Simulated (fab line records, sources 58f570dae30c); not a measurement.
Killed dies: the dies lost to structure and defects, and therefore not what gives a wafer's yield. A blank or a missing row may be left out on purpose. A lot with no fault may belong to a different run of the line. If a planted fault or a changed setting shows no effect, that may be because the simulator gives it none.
fab line records ; flow berkeley-cmos170
record lots=14; wafers=42; last-day=12
route steps=331 shown SPACER@174 BACKSIDE@202 CONTACT@224 M2@283
lots that met no fault: taken from a fault-free run of the same line
start-h: hours from the record's first day to the start of the lot's first wafer shown ; wait-h: time in hours since the lot's previous step ; " as in the row above ; L1.1+2: several wafers, shown together as one row ; - value missing, or start not given ; * or withheld: withheld ; < > ~ a bound
route shown NAME@n: a module of which the file shows steps, and the number in the route of the first ; usual: mean/standard deviation taken from wafers without a fault ; same: alike in all rows ; chamber/n: place in a boat ; sites: the reading at each site ; _std_site: their standard deviation ; _edge_site: outer sites' mean less inner sites' ; radius-mm: how far each site lies from the wafer's centre ; mask NAME#n: copy n ; behind: the last tool/chamber to shape the wafer ; hold: what put the lot on hold/how long, in hours/how the hold closed ; device: which transistor (n, p or np) failed to switch ; end of line: tests of these same wafers at the route's end ; a step with no rows: only its recipe ; killed: the dies lost at the first sort to structure and to defects; this is not the yield of the wafer ; map: per-die view of a wafer (x killed, . not killed, _ where there is no die)
set.NAME: the setting that was run; set.NAME@STEP: the one run at that earlier step ; model.NAME: the simulator's own value behind a step, which no gauge read
a sample of lots followed through the steps of the route, with each step as a table and each wafer as a row
services: from which hour (start-h, from the record's first day; less than 0 if before it) a tool's chamber was out of use, for how many hours, and why
## steps
# step UCB170_SPACER_ETCHBACK_03
# recipe stop-on=Si; target=SiO2; chemistry=CHF3/CF4/Ar; CHF3_flow_sccm=50; cf4-flow-sccm=10; Ar_flow_sccm=120; pressure-mtorr=200; rf-w=500; target-depth-a=3760; time-s=100
# usual drypump-motor-current-A=5.8/0.32; oes-product-au=0.907/0.018; rf-fwd-power-W=497.8/1.5; throttle-valve-pct=6.48/0.1
# same time-s=100
lot.wafer;tool;chamber;start-h;wait-h;drypump-motor-current-A;oes-product-au;rf-fwd-power-W;rf-hours-counter-h;throttle-valve-pct
L269.2;rie-diel-04;3;137.24;0.0;5.8;0.909;496.6;1;6.66
L269.3;rie-diel-04;2;137.24;0.0;6.4;0.897;497.4;39;6.49
L269.6;rie-diel-04;3;137.24;0.0;5.8;0.909;496.4;-;6.65
L271.2;rie-diel-01;1;137.24;0.0;5.7;0.884;495.6;7;6.42
L271.3;rie-diel-01;3;137.24;0.0;5.6;0.891;497.3;89;6.40
L271.5;rie-diel-01;1;137.24;0.0;5.7;0.906;496.6;-;6.41
L274.3;rie-diel-01;0;151.53;0.0;6.1;0.925;495.8;0;6.48
L274.4;rie-diel-01;1;151.53;0.0;5.7;0.890;499.3;8;6.42
L274.5;rie-diel-01;0;151.53;0.0;6.0;0.942;495.1;-;6.47
L272.2;rie-diel-03;0;162.89;0.0;5.8;0.886;499.0;4;6.66
L272.5;rie-diel-03;1;162.89;0.0;6.4;0.928;499.2;-;6.64
L272.6;rie-diel-03;0;162.89;0.0;5.8;0.888;497.1;-;6.69
L275.1;rie-diel-04;1;162.89;0.0;6.0;0.911;497.1;98;6.43
L275.2;rie-diel-04;3;162.89;0.0;5.8;0.915;497.3;2;6.67
L275.4;rie-diel-04;0;162.89;0.0;5.5;0.923;493.7;20;6.39
L276.2;rie-diel-01;2;162.89;0.0;5.7;0.891;498.5;98;6.49
L276.3;rie-diel-01;3;162.89;0.0;5.6;0.904;498.2;90;6.38
L276.6;rie-diel-01;2;162.89;0.0;5.7;0.893;499.6;-;6.50
L277.2;rie-diel-04;0;175.40;0.0;5.5;0.889;496.8;21;6.38
L277.3;rie-diel-04;1;175.40;0.0;6.0;0.907;498.3;98;6.42
L277.6;rie-diel-04;0;175.40;0.0;5.5;0.895;495.9;-;6.37
L279.2;rie-diel-01;3;187.01;0.0;5.6;0.916;499.2;91;6.41
L279.3;rie-diel-01;2;187.01;0.0;5.7;0.890;499.6;99;6.49
L279.4;rie-diel-01;0;187.01;0.0;6.1;0.950;498.7;1;6.45
L282.2;rie-diel-04;0;205.55;0.0;5.5;0.900;496.6;22;6.36
L282.3;rie-diel-04;2;205.55;0.0;6.4;0.894;501.3;42;6.48
L282.4;rie-diel-04;3;205.55;0.0;5.8;0.915;498.7;4;6.66
L284.1;rie-diel-03;0;206.90;0.0;5.8;0.876;497.5;6;6.68
L284.4;rie-diel-03;1;206.90;0.0;6.4;0.930;495.7;57;6.63
L284.6;rie-diel-03;3;206.90;0.0;5.3;0.924;497.2;-;6.39
L289.1;rie-diel-04;0;227.06;0.0;5.5;0.902;496.4;23;6.38
L289.4;rie-diel-04;3;227.06;0.0;5.8;0.926;494.7;6;6.64
L289.6;rie-diel-04;2;227.06;0.0;6.4;0.917;500.2;-;6.49
L291.2;rie-diel-01;1;249.17;0.0;5.7;0.888;498.2;12;6.42
L291.4;rie-diel-01;0;249.17;0.0;6.1;0.939;499.2;4;6.46
L291.5;rie-diel-01;2;249.17;0.0;5.7;0.898;495.8;-;6.49
L290.4;rie-diel-04;2;249.20;0.0;6.3;0.892;497.4;-;6.48
L290.5;rie-diel-04;3;249.20;0.0;5.8;0.902;496.5;-;6.66
L290.6;rie-diel-04;1;249.20;0.0;6.0;0.925;498.3;-;6.44
L292.1;rie-diel-03;2;254.89;0.0;5.5;0.888;499.3;13;6.37
L292.2;rie-diel-03;0;254.89;0.0;5.8;0.885;496.2;8;6.68
L292.6;rie-diel-03;1;254.89;0.0;6.3;0.924;497.5;-;6.64
# step UCB170_BACKSIDE_STRIP_03
# recipe chemistry=O2; power-w=400; pressure-mtorr=3500; platen-temp-c=withheld; o2-flow-sccm=400; overash-fraction=0.5
# usual drypump-motor-current-A=5.78/0.24; oes-product-au=0.735/0.0049; strip-time-to-endpoint-s=21.98/0.063
# same overash-fraction=0.5
lot.wafer;tool;chamber;start-h;wait-h;drypump-motor-current-A;oes-product-au;rf-hours-counter-h;strip-time-to-endpoint-s
L271.2;plasma-asher-03;1;142.60;0.1;6.07;0.734;34;21.98
L271.3;plasma-asher-03;0;142.60;0.1;6.08;0.737;-;21.99
L271.5;plasma-asher-03;0;142.60;0.1;6.08;0.734;-;21.96
L269.2;plasma-asher-02;1;143.05;0.1;5.59;0.734;3;21.93
L269.3;plasma-asher-02;0;143.05;0.1;5.93;0.729;-;21.92
L269.6;plasma-asher-02;0;143.05;0.1;5.93;0.731;-;21.93
L274.3;plasma-asher-03;1;157.44;0.1;6.06;0.738;-;22.02
L274.4;plasma-asher-03;0;157.44;0.1;6.10;0.737;-;22.02
L274.5;plasma-asher-03;0;157.44;0.1;6.10;0.743;-;22.00
L272.2;plasma-asher-01;1;167.76;0.1;5.64;0.739;47;21.91
L272.5;plasma-asher-01;0;167.76;0.1;5.45;0.730;-;21.87
L272.6;plasma-asher-01;1;167.76;0.1;5.64;0.732;-;21.95
L275.1;plasma-asher-01;0;168.29;0.1;5.44;0.736;47;22.00
L275.2;plasma-asher-01;1;168.29;0.1;5.65;0.738;47;21.97
L275.4;plasma-asher-01;0;168.29;0.1;5.45;0.736;-;22.04
L276.2;plasma-asher-02;1;168.46;0.1;5.63;0.736;6;22.00
L276.3;plasma-asher-02;0;168.46;0.1;5.93;0.738;-;22.09
L276.6;plasma-asher-02;0;168.46;0.1;5.93;0.733;-;22.09
L277.2;plasma-asher-03;1;178.95;0.1;6.06;0.743;39;22.00
L277.3;plasma-asher-03;0;178.95;0.1;6.12;0.735;-;21.97
L277.6;plasma-asher-03;0;178.95;0.1;6.11;0.735;-;21.95
L279.2;plasma-asher-01;0;193.91;0.1;5.46;0.731;49;22.00
L279.3;plasma-asher-01;1;193.91;0.1;5.66;0.739;-;22.01
L279.4;plasma-asher-01;0;193.91;0.1;5.46;0.737;-;21.94
L282.2;plasma-asher-02;0;211.02;0.1;5.91;0.732;10;22.13
L282.3;plasma-asher-02;0;211.02;0.1;5.89;0.735;-;22.09
L282.4;plasma-asher-02;1;211.02;0.1;5.60;0.729;-;22.03
L284.1;plasma-asher-03;0;211.47;0.1;6.06;0.741;42;22.02
L284.4;plasma-asher-03;0;211.47;0.1;6.06;0.744;-;22.07
L284.6;plasma-asher-03;1;211.47;0.1;6.05;0.733;-;22.05
L289.1;plasma-asher-03;0;232.10;0.1;6.09;0.736;45;21.93
L289.4;plasma-asher-03;1;232.10;0.1;6.05;0.733;-;22.03
L289.6;plasma-asher-03;0;232.10;0.1;6.09;0.740;-;22.01
L290.4;plasma-asher-03;0;253.26;0.1;6.06;0.730;-;22.00
L290.5;plasma-asher-03;1;253.26;0.1;6.05;0.731;-;21.98
L290.6;plasma-asher-03;0;253.26;0.1;6.09;0.725;-;22.00
L291.2;plasma-asher-01;0;253.55;0.1;5.45;0.730;56;21.83
L291.4;plasma-asher-01;1;253.55;0.1;5.64;0.730;-;21.87
L291.5;plasma-asher-01;0;253.55;0.1;5.47;0.738;-;21.97
L292.1;plasma-asher-03;0;258.84;0.1;6.08;0.735;47;22.00
L292.2;plasma-asher-03;1;258.84;0.1;6.07;0.746;47;21.94
L292.6;plasma-asher-03;1;258.84;0.1;6.08;0.730;-;22.00
# step UCB170_CONTACT_RTA_08
# recipe temp-c=900; time-s=10; ambient=N2
# usual lamp-power-pct=25.3/0.83; wafer_temp_C_max=904.9/0.9
# same time-s=10
lot.wafer;tool;chamber;start-h;wait-h;lamp-power-pct;wafer_temp_C_max
L271.2;rtp-anneal-01;0;147.53;0.0;26.2;903.1
L271.3;rtp-anneal-01;0;147.53;0.0;26.3;905.9
L271.5;rtp-anneal-01;0;147.53;0.0;26.2;904.9
L269.2;rtp-anneal-02;0;148.56;0.0;24.6;905.1
L269.3;rtp-anneal-02;0;148.56;0.0;24.6;904.2
L269.6;rtp-anneal-02;0;148.56;0.0;24.6;905.7
L274.3;rtp-anneal-02;0;162.68;0.0;24.6;904.7
L274.4;rtp-anneal-02;0;162.68;0.0;24.6;904.7
L274.5;rtp-anneal-02;0;162.68;0.0;24.6;904.2
L272.2;rtp-anneal-01;0;171.86;0.0;26.2;907.1
L272.5;rtp-anneal-01;0;171.86;0.0;26.2;903.8
L272.6;rtp-anneal-01;0;171.86;0.0;26.3;905.3
L275.1;rtp-anneal-02;0;172.43;0.0;24.6;903.2
L275.2;rtp-anneal-02;0;172.43;0.0;24.6;904.9
L275.4;rtp-anneal-02;0;172.43;0.0;24.6;905.9
L276.2;rtp-anneal-01;0;173.63;0.0;26.2;905.7
L276.3;rtp-anneal-01;0;173.63;0.0;26.2;906.3
L276.6;rtp-anneal-01;0;173.63;0.0;26.2;904.0
L277.2;rtp-anneal-02;0;182.96;0.0;24.6;904.4
L277.3;rtp-anneal-02;0;182.96;0.0;24.6;907.3
L277.6;rtp-anneal-02;0;182.96;0.0;24.6;904.5
L279.2;rtp-anneal-02;0;200.59;0.0;24.6;904.1
L279.3;rtp-anneal-02;0;200.59;0.0;24.5;904.5
L279.4;rtp-anneal-02;0;200.59;0.0;24.6;906.9
L284.1;rtp-anneal-02;0;216.42;0.0;24.6;904.7
L284.4;rtp-anneal-02;0;216.42;0.0;24.6;905.4
L284.6;rtp-anneal-02;0;216.42;0.0;24.6;904.7
L282.2;rtp-anneal-01;0;216.75;0.0;26.2;904.5
L282.3;rtp-anneal-01;0;216.75;0.0;26.3;905.6
L282.4;rtp-anneal-01;0;216.75;0.0;26.3;905.0
L289.1;rtp-anneal-02;0;237.73;0.0;24.6;905.5
L289.4;rtp-anneal-02;0;237.73;0.0;24.6;905.5
L289.6;rtp-anneal-02;0;237.73;0.0;24.6;905.9
L290.4;rtp-anneal-01;0;257.26;0.0;26.3;904.2
L290.5;rtp-anneal-01;0;257.26;0.0;26.3;903.7
L290.6;rtp-anneal-01;0;257.26;0.0;26.3;903.4
L291.2;rtp-anneal-01;0;259.22;0.0;26.2;905.2
L291.4;rtp-anneal-01;0;259.22;0.0;26.2;904.1
L291.5;rtp-anneal-01;0;259.22;0.0;26.2;904.3
L292.1;rtp-anneal-02;0;263.50;0.0;24.6;904.3
L292.2;rtp-anneal-02;0;263.50;0.0;24.6;903.6
L292.6;rtp-anneal-02;0;263.50;0.0;24.6;905.4
# step UCB170_M2_EXPOSE_12
# recipe mask-id=METAL2; target-cd-nm=700; na=0.5; sigma-outer=0.6; source-shape=conventional; dose-mj=26
# usual exposure-dose-mJ-cm2=25.997/0.027; focus-offset-nm=0.1/0.52; reticle-temp-C=23.00/0.11
lot.wafer;tool;chamber;start-h;wait-h;mask;exposure-dose-mJ-cm2;focus-offset-nm;reticle-temp-C
L271.2;krf-scanner-01;0;160.13;-;METAL2#0;26.025;0.0;23.19
L271.3;krf-scanner-01;0;160.13;-;METAL2#0;25.964;0.1;23.10
L271.5;krf-scanner-01;0;160.13;-;METAL2#0;25.962;0.4;23.11
L269.2;krf-scanner-02;0;160.37;-;METAL2#0;26.013;-1.3;22.92
L269.3;krf-scanner-02;0;160.37;-;METAL2#0;26.008;0.3;22.97
L269.6;krf-scanner-02;0;160.37;-;METAL2#0;25.969;0.0;22.88
L274.3;krf-scanner-02;0;176.60;-;METAL2#0;25.993;0.1;22.89
L274.4;krf-scanner-02;0;176.60;-;METAL2#0;25.992;0.6;22.87
L274.5;krf-scanner-02;0;176.60;-;METAL2#0;25.992;-0.2;22.96
L275.1;krf-scanner-01;0;186.65;-;METAL2#0;25.934;0.6;23.00
L275.2;krf-scanner-01;0;186.65;-;METAL2#0;25.986;-0.2;22.99
L275.4;krf-scanner-01;0;186.65;-;METAL2#0;25.950;-1.2;23.08
L272.2;krf-scanner-02;0;187.09;-;METAL2#0;25.961;1.1;22.92
L272.5;krf-scanner-02;0;187.09;-;METAL2#0;25.981;1.0;23.11
L272.6;krf-scanner-02;0;187.09;-;METAL2#0;25.961;1.1;23.04
L276.2;krf-scanner-01;0;187.33;-;METAL2#0;25.999;0.4;22.96
L276.3;krf-scanner-01;0;187.33;-;METAL2#0;26.015;0.7;23.04
L276.6;krf-scanner-01;0;187.33;-;METAL2#0;25.988;0.1;22.83
L277.2;krf-scanner-01;0;195.46;-;METAL2#0;26.016;-0.6;23.00
L277.3;krf-scanner-01;0;195.46;-;METAL2#0;26.054;-0.3;23.10
L277.6;krf-scanner-01;0;195.46;-;METAL2#0;26.027;0.3;22.93
L279.2;krf-scanner-02;0;211.69;-;METAL2#0;25.981;0.3;23.07
L279.3;krf-scanner-02;0;211.69;-;METAL2#0;26.032;0.6;23.17
L279.4;krf-scanner-02;0;211.69;-;METAL2#0;25.943;0.7;23.12
L284.1;krf-scanner-01;0;230.06;-;METAL2#0;26.008;-0.1;22.77
L284.4;krf-scanner-01;0;230.06;-;METAL2#0;26.026;0.0;22.88
L284.6;krf-scanner-01;0;230.06;-;METAL2#0;26.039;-0.7;22.76
L282.2;krf-scanner-02;-;231.10;-;METAL2#0;-;-;-
L282.3;krf-scanner-02;-;231.10;-;METAL2#0;-;-;-
L282.4;krf-scanner-02;-;231.10;-;METAL2#0;-;-;-
L289.1;krf-scanner-02;-;248.15;-;METAL2#0;-;-;-
L289.4;krf-scanner-02;-;248.15;-;METAL2#0;-;-;-
L289.6;krf-scanner-02;-;248.15;-;METAL2#0;-;-;-
L290.4;krf-scanner-01;0;273.92;-;METAL2#0;25.985;0.2;23.00
L290.5;krf-scanner-01;0;273.92;-;METAL2#0;26.014;0.6;22.92
L290.6;krf-scanner-01;0;273.92;-;METAL2#0;25.970;0.3;22.86
L291.2;krf-scanner-02;0;274.12;-;METAL2#0;26.026;-0.2;22.94
L291.4;krf-scanner-02;0;274.12;-;METAL2#0;26.055;-0.1;23.04
L291.5;krf-scanner-02;0;274.12;-;METAL2#0;26.017;0.1;23.00
L292.1;krf-scanner-01;0;274.35;-;METAL2#0;26.046;1.1;22.99
L292.2;krf-scanner-01;0;274.35;-;METAL2#0;25.969;0.0;23.03
L292.6;krf-scanner-01;0;274.35;-;METAL2#0;25.969;0.6;23.04
## services
tool;chamber;start-h;hours;kind
krf-scanner-02;-;114.59;4.7;repair
plasma-asher-01;-;126.05;2.8;pm
rie-diel-03;-;132.64;1.5;repair
krf-scanner-01;-;132.95;1.3;pm
krf-scanner-01;-;139.23;4.0;pm
plasma-asher-01;-;141.20;1.2;repair
krf-scanner-01;-;149.59;1.0;pm
krf-scanner-01;-;174.24;1.3;repair
rie-diel-03;3;178.51;3.9;repair
krf-scanner-02;-;194.49;3.6;pm
rie-diel-03;-;199.77;1.8;repair
krf-scanner-01;-;208.01;4.4;pm
rie-diel-04;0;218.78;1.7;repair
krf-scanner-02;-;223.02;1.3;pm
krf-scanner-01;-;234.60;0.8;pm
rtp-anneal-01;-;235.54;3.7;pm
rie-diel-01;-;235.87;0.1;repair
krf-scanner-02;-;237.01;3.0;repair
plasma-asher-03;-;242.82;0.3;repair
rie-diel-04;0;246.34;4.7;repair
krf-scanner-01;-;257.03;0.1;repair
krf-scanner-01;-;266.47;0.8;pm
krf-scanner-02;-;270.34;1.0;pm
krf-scanner-02;-;272.60;0.8;pm
## key
first-sign step=UCB170_M2_EXPOSE_12; reading=tool-record; direction=missing
effect none on later readings
met-at UCB170_M2_EXPOSE_12
struck-lots L282,L289
later-rows-left-out L282.2,L282.3,L282.4,L289.1,L289.4,L289.6
sort-left-out L282.2,L282.3,L282.4,L289.1,L289.4,L289.6
not-acting-at UCB170_SPACER_ETCHBACK_03,UCB170_BACKSIDE_STRIP_03,UCB170_CONTACT_RTA_08
onset-between 211.69 231.10
fault kind=skipped-step-whole; tool=krf-scanner-02; chamber=-; onset-h=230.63; steps=UCB170_M2_EXPOSE_12; scope=struck-lots-only
# sort-left-out: the simulated sort isn't trusted on such a fault, so these wafers' sort isn't shown, and their yield isn't known
# later-rows-left-out: the simulator's readings of these wafers behind a module that went badly wrong aren't trusted and aren't shown, but for the sort
